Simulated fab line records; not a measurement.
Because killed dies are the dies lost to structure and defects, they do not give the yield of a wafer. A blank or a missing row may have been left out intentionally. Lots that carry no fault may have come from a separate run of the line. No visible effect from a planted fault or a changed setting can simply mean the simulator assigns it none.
Problem report, 8D (eight disciplines) form, completed by code / flow ritCmos / the parts of the form that need people (team, actions taken, sign-off) are left out

== 1. WHAT IS WRONG ==
Wafers free of any fault read 275.7 ohm/sq (standard deviation 0.8) for NWELL_RS at RIT_WELLDRIVE_RS_MEAS_01, against a mean of 266.8 ohm/sq on 6 wafers of 2 lots. Relative to the usual mean, that is a shift of -11 standard deviations.
The step: measures by four-point-probe.
First seen on wafer L586.3, day 5 07:51, on filmMetro-04. Wafers with a number at this step in the record: 42, from 14 lots. Rule for "out", or "out of limits": more than 4 standard deviations from the usual mean. All remaining wafers that have a number are taken as sound.

== 2. WHAT IT IS, WHAT IT ISN'T ==
question=which readings at this step | is=NWELL_RS | is not=-
question=which lots | is=L586, L589 | is not=L571, L573, L574, L575, L576, L577, L579, L580, L581, L582, L585, L588
question=which wafers of those lots | is=all that have a number | is not=-
question=read on which gauges | is=filmMetro-02, filmMetro-04 | is not=filmMetro-03
question=when | is=from day 5 07:51 | is not=up to then (33 sound wafers); but 3 sound wafers of L588 came after

== 3. WHAT RULES OUT EACH SUSPECT ==
Counting: a tool at any process step up to the reading remains a suspect when it ran all the lots that are out and ran no sound lot after the first of those.
- ruled out: the gauge at RIT_WELLDRIVE_RS_MEAS_01. Those wafers that are out were read across 2 gauges (filmMetro-02, filmMetro-04).
- implanter-03 at RIT_NWELL_IMPLANT_08: kept. Every lot that is out went through it, starting with L586 (day 5 00:41), and after that it ran no sound lot; the last sound lot it ran before then is L585 (day 4 19:54). On those wafers its own readings are out: doseIonsCm2.
Left after counting: implanter-03 at RIT_NWELL_IMPLANT_08.

== 4. THE CAUSE (what the simulator had put in) ==
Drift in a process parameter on implanter-03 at RIT_NWELL_IMPLANT_08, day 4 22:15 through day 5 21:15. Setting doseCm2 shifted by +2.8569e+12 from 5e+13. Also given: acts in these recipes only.
This tool alone remained once counting was done.

== 5. THE CHAIN OF EFFECTS, in route order ==
One row per reading whose mean, taken over the struck wafers that have a number, lies over 3 standard deviations from the usual. Only readings for which the record gives a usual standard deviation are gone through. hours: the time from each lot's start at the first step in this table that gives one to its start at this step, as a median over the lots. sigmas: the change in usual standard deviations.
hours=0; step=RIT_NWELL_IMPLANT_08; reading=doseIonsCm2; usual=5.001e+13; on struck wafers=5.286e+13; change=+2.848e+12; sigmas=+52
hours=0; step=RIT_NWELL_IMPLANT_08; reading=faradayCurrentUA; usual=159; on struck wafers=169; change=+10; sigmas=+3.2
hours=7; step=RIT_WELLDRIVE_RS_MEAS_01; reading=NWELL_RS; usual=275.7 ohm/sq; on struck wafers=266.8; change=-8.9; sigmas=-11
Process steps it contains:
- RIT_NWELL_IMPLANT_08

== 6. HOW IT WOULD HAVE BEEN CAUGHT EARLIER ==
In this record the first reading out of limits at a measuring or inspecting step was taken at day 5 07:51, 10 hours after the fault began at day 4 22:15.
At RIT_NWELL_IMPLANT_08, the tool's own readings (doseIonsCm2) were out on each struck wafer the step has a row for, so an alarm limit on them would have fired on the first such wafer.
Lots out: 2; of these, L589 started RIT_NWELL_IMPLANT_08 on implanter-03 after day 5 07:51. A tool hold placed at that time would have kept it from harm.
